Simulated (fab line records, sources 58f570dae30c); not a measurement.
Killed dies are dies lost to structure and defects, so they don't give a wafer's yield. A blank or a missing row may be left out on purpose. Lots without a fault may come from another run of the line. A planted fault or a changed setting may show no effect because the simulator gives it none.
fab line records | flow berkeley_cmos170 | part 2 of 2: steps 33 to 44 of 44
record lots=5 wafers=15 last_day=12
route steps=331 shown PWELL@39 WELLDRIVE@55 ACTIVE@60 PFIELD@79
lots that met no fault: from a run of the same line without faults
start_h: hours from the record's first day to the start of the lot's first wafer shown | wait_h: hours since the lot's step before | " the same as in the row above | L1.1+2: a row that stands for several wafers | - no value, or no start given | * or withheld: withheld | < > ~ a bound
route shown NAME@n: a module of which the file shows steps, and the number in the route of the first | usual: mean/standard deviation of fault-free wafers | same: alike in all rows | chamber/n: place in a boat | sites: the reading at each site | _std_site: their standard deviation | _edge_site: outer sites' mean less inner sites' | radius_mm: how far each site lies from the wafer's centre | mask NAME#n: copy n | behind: the tool/chamber that last shaped the wafer | hold: why the lot was held/for how many hours/how that ended | device: the transistor (n, p or np) that didn't switch | end of line: the same wafers' tests at the end of the route | a step without rows: its recipe alone | killed: dies lost to structure and defects at the first sort, not the wafer's yield | map: a wafer's dies, x killed, . not, _ none there
set.NAME: the setting as run; set.NAME@STEP: as run at that earlier step | model.NAME: the simulator's own value behind a step, which no gauge read
lots at some steps of the route; a table a step, a row a wafer
services: from which hour (start_h, from the record's first day; less than 0 if before it) a tool's chamber was out of use, for how many hours, and why
## steps
# step UCB170_ACTIVE_PEB_11
# recipe peb_temp_c=130 peb_time_s=withheld resist=KrF
# columns lot.wafer tool chamber start_h wait_h
L078.1+2+3 litho_track-04 0 100.43 0.4
L080.1+3+5 litho_track-03 0 115.46 0.4
L088.1+2+3 litho_track-02 0 152.65 0.1
L091.4+5+6 litho_track-04 0 158.87 0.4
L097.2+3+5 litho_track-03 0 187.74 0.9
# step UCB170_ACTIVE_DEVELOP_12
# recipe developer=TMAH develop_time_s=45 resist=KrF dev_temp_c=21
# columns lot.wafer tool chamber start_h wait_h
L078.1+2+3 litho_track-04 0 - -
L080.1+3+5 litho_track-03 0 - -
L088.1+2+3 litho_track-02 0 - -
L091.4+5+6 litho_track-04 0 - -
L097.2+3+5 litho_track-03 0 - -
# step UCB170_ACTIVE_CD_MEAS_13
# recipe target_cd_nm=1200
# usual cd_nm=1199.9/1.6
# columns lot.wafer tool chamber start_h wait_h cd_nm
L078.1 cd_sem-01 - 100.71 - 1199.0
L078.2 " - " " 1199.6
L078.3 " - " " 1199.2
L080.1 cd_sem-02 - 115.74 - 1201.0
L080.3 " - " " 1199.9
L080.5 " - " " 1200.7
L088.1 cd_sem-01 - 152.93 - 1197.8
L088.2 " - " " 1198.3
L088.3 " - " " 1198.8
L091.4 cd_sem-01 - 159.13 - 1201.7
L091.5 " - " " 1201.3
L091.6 " - " " 1201.2
L097.2 cd_sem-01 - 188.01 - 1199.7
L097.3 " - " " 1199.2
L097.5 " - " " 1199.4
# step UCB170_ACTIVE_OVL_MEAS_14
# usual ACTIVE_OVL=0/5.8
# columns lot.wafer tool chamber start_h wait_h ACTIVE_OVL[nm]
L078.1 overlay-01 - 100.83 0.1 -3
L078.2 " - " " -11
L078.3 " - " " -4
L080.1 overlay-02 - 115.86 0.1 3
L080.3 " - " " 2
L080.5 " - " " 1
L088.1 overlay-02 - 153.05 0.1 1
L088.2 " - " " -4
L088.3 " - " " 1
L091.4 overlay-02 - 159.21 0.1 -2
L091.5 " - " " 6
L091.6 " - " " 3
L097.2 overlay-01 - 188.11 0.1 -8
L097.3 " - " " -9
L097.5 " - " " -8
# step UCB170_ACTIVE_ETCH_15
# recipe chemistry=CH3F/Ar/O2 target=Si3N4 stop_on=SiO2 CH3F_flow_sccm=20 Ar_flow_sccm=50 O2_flow_sccm=7 pressure_mtorr=50 rf_w=443.3 target_depth_a=2420 over_etch_frac=0.1 time_s=151
# usual drypump_motor_current_A=5.9/0.42 oes_product_au=0.949/0.015 throttle_valve_pct=8.11/0.1
# columns lot.wafer tool chamber start_h wait_h drypump_motor_current_A oes_product_au rf_hours_counter_h throttle_valve_pct
L078.1 rie_diel-02 0 100.87 0.0 5.8 0.965 124 8.20
L078.2 " 3 " " 6.5 0.955 80 8.06
L078.3 " 2 " " 6.1 0.962 39 8.35
L080.1 rie_diel-01 2 115.89 0.0 5.8 0.949 17 8.19
L080.3 " 0 " " 6.0 0.925 - 7.95
L080.5 " 0 " " 6.0 0.921 - 7.97
L088.1 rie_diel-04 1 153.08 0.0 5.6 0.938 41 8.05
L088.2 " 0 " " 5.5 0.957 17 8.17
L088.3 " 2 " " 6.6 0.951 126 8.15
L091.4 rie_diel-01 0 159.27 0.1 6.0 0.949 - 7.96
L091.5 " 1 " " 5.3 0.917 - 8.04
L091.6 " 3 " " 6.4 0.958 - 8.13
L097.2 rie_diel-04 2 188.14 0.0 6.6 0.941 127 8.16
L097.3 " 3 " " 5.4 0.959 24 8.10
L097.5 " 0 " " 5.6 0.951 - 8.16
# step UCB170_ACTIVE_STRIP_16
# recipe chemistry=O2 power_w=400 pressure_mtorr=3500 platen_temp_c=withheld o2_flow_sccm=400 overash_fraction=0.5
# usual drypump_motor_current_A=5.5/0.57 o2_flow_sccm=399.8/1.2 oes_product_au=0.722/0.0043 strip_time_to_endpoint_s=18.14/0.075
# same overash_fraction=0.5
# columns lot.wafer tool chamber start_h wait_h drypump_motor_current_A o2_flow_sccm oes_product_au rf_hours_counter_h strip_time_to_endpoint_s
L078.1 plasma_asher-04 1 100.97 0.1 5.3 398.8 0.718 38 18.20
L078.2 " 0 " " 4.6 399.0 0.723 38 18.12
L078.3 " 0 " " 4.6 399.5 0.726 - 18.05
L080.1 plasma_asher-01 1 116.04 0.1 6.1 398.2 0.721 39 18.24
L080.3 " 0 " " 5.7 399.5 0.721 - 18.19
L080.5 " 0 " " 5.7 400.0 0.722 - 18.20
L088.1 plasma_asher-04 1 153.18 0.1 5.2 401.4 0.726 45 18.19
L088.2 " 0 " " 4.6 397.6 0.721 45 18.11
L088.3 " 1 " " 5.2 400.3 0.722 - 18.20
L091.4 plasma_asher-02 1 159.36 0.0 6.3 398.7 0.728 - 18.16
L091.5 " 1 " " 6.2 399.3 0.719 - 18.20
L091.6 " 0 " " 5.8 400.4 0.722 - 18.13
L097.2 plasma_asher-04 1 188.24 0.1 5.3 400.0 0.723 49 18.19
L097.3 " 1 " " 5.3 398.0 0.728 - 18.13
L097.5 " 1 " " 5.3 399.4 0.717 - 18.20
# step UCB170_ACTIVE_CD_MEAS_90
# recipe target_cd_nm=1200
# usual cd_nm=1200.0/1.6
# columns lot.wafer tool chamber start_h wait_h cd_nm
L078.1 cd_sem-01 - 101.07 0.1 1198.9
L078.2 " - " " 1199.8
L078.3 " - " " 1199.4
L080.1 cd_sem-02 - 116.14 0.1 1201.0
L080.3 " - " " 1199.6
L080.5 " - " " 1200.4
L088.1 cd_sem-01 - 153.28 0.1 1198.1
L088.2 " - " " 1198.5
L088.3 " - " " 1198.9
L091.4 cd_sem-01 - 159.48 0.1 1202.2
L091.5 " - " " 1200.8
L091.6 " - " " 1201.1
L097.2 cd_sem-01 - 188.38 0.1 1199.5
L097.3 " - " " 1199.4
L097.5 " - " " 1199.1
# step UCB170_ACTIVE_CLEAN_17
# recipe chemistry=SPM temp_c=120 time_s=600
# columns lot.wafer tool chamber start_h wait_h
L078.1+2+3 wet_bench-02 1 102.61 1.5
L080.1+3+5 wet_bench-02 0 116.26 0.1
L088.1+2+3 wet_bench-03 1 155.25 1.9
L091.4+5+6 wet_bench-03 0 159.54 0.0
L097.2+3+5 wet_bench-03 2 188.48 0.1
# step UCB170_PFIELD_HMDS_00
# recipe prime_time_s=60 prime_temp_c=100
# columns lot.wafer tool chamber start_h wait_h
L078.1+2+3 litho_track-01 0 102.99 0.2
L080.1+3+5 litho_track-04 0 117.38 0.9
L088.1+2+3 litho_track-04 0 155.51 0.1
L091.4+5+6 litho_track-01 0 160.46 0.7
L097.2+3+5 litho_track-02 0 189.62 1.0
# step UCB170_PFIELD_COAT_01
# recipe resist=KrF spin_rpm=1500 resist_thk_nm=900
# columns lot.wafer tool chamber start_h wait_h
L078.1+2+3 litho_track-01 0 103.14 0.1
L080.1+3+5 litho_track-04 0 117.53 0.1
L088.1+2+3 litho_track-04 0 155.66 0.1
L091.4+5+6 litho_track-01 0 160.61 0.1
L097.2+3+5 litho_track-02 0 189.77 0.1
# step UCB170_PFIELD_SOFTBAKE_02
# recipe resist=KrF temp_c=130 time_s=60
# columns lot.wafer tool chamber start_h wait_h
L078.1+2+3 litho_track-01 0 103.29 0.1
L080.1+3+5 litho_track-04 0 117.68 0.1
L088.1+2+3 litho_track-04 0 155.81 0.1
L091.4+5+6 litho_track-01 0 160.76 0.1
L097.2+3+5 litho_track-02 0 189.92 0.1
# step UCB170_PFIELD_EXPOSE_03
# recipe mask_id=PFIELD na=0.5 sigma_outer=0.6 source_shape=conventional target_cd_nm=1500 dose_mj=30
# columns lot.wafer tool chamber start_h wait_h mask
L078.1+2+3 krf_scanner-02 0 103.66 0.3 PFIELD#0
L080.1+3+5 krf_scanner-01 0 117.83 0.1 PFIELD#0
L088.1+2+3 krf_scanner-01 0 156.82 1.0 PFIELD#0
L091.4+5+6 krf_scanner-01 0 161.02 0.2 PFIELD#0
L097.2+3+5 krf_scanner-02 0 190.19 0.2 PFIELD#0
## services
# columns tool chamber start_h hours kind
lpcvd-01 - 42.03 0.8 repair
rie_diel-04 1 49.16 16.8 repair
krf_scanner-02 - 50.37 1.3 pm
krf_scanner-02 - 61.71 0.5 repair
krf_scanner-01 - 66.42 4.4 pm
rie_diel-04 2 81.29 7.2 repair
rie_diel-04 - 83.23 0.4 repair
krf_scanner-02 - 85.89 1.0 pm
plasma_asher-01 - 89.47 2.4 repair
krf_scanner-01 - 90.48 0.8 pm
krf_scanner-02 - 93.69 5.6 repair
krf_scanner-02 - 94.47 2.7 repair
furnace-04 - 107.83 3.5 pm
krf_scanner-01 - 114.82 1.0 pm
rie_diel-04 - 114.88 2.5 repair
krf_scanner-01 - 119.88 36.0 pm
plasma_asher-01 - 148.51 0.3 repair
krf_scanner-02 - 154.75 3.7 repair
krf_scanner-02 - 158.40 0.8 pm
krf_scanner-01 - 163.39 0.8 pm
krf_scanner-02 - 165.10 0.6 repair
krf_scanner-01 - 172.29 1.3 pm
krf_scanner-02 - 176.28 0.1 repair
krf_scanner-02 - 179.69 8.9 repair
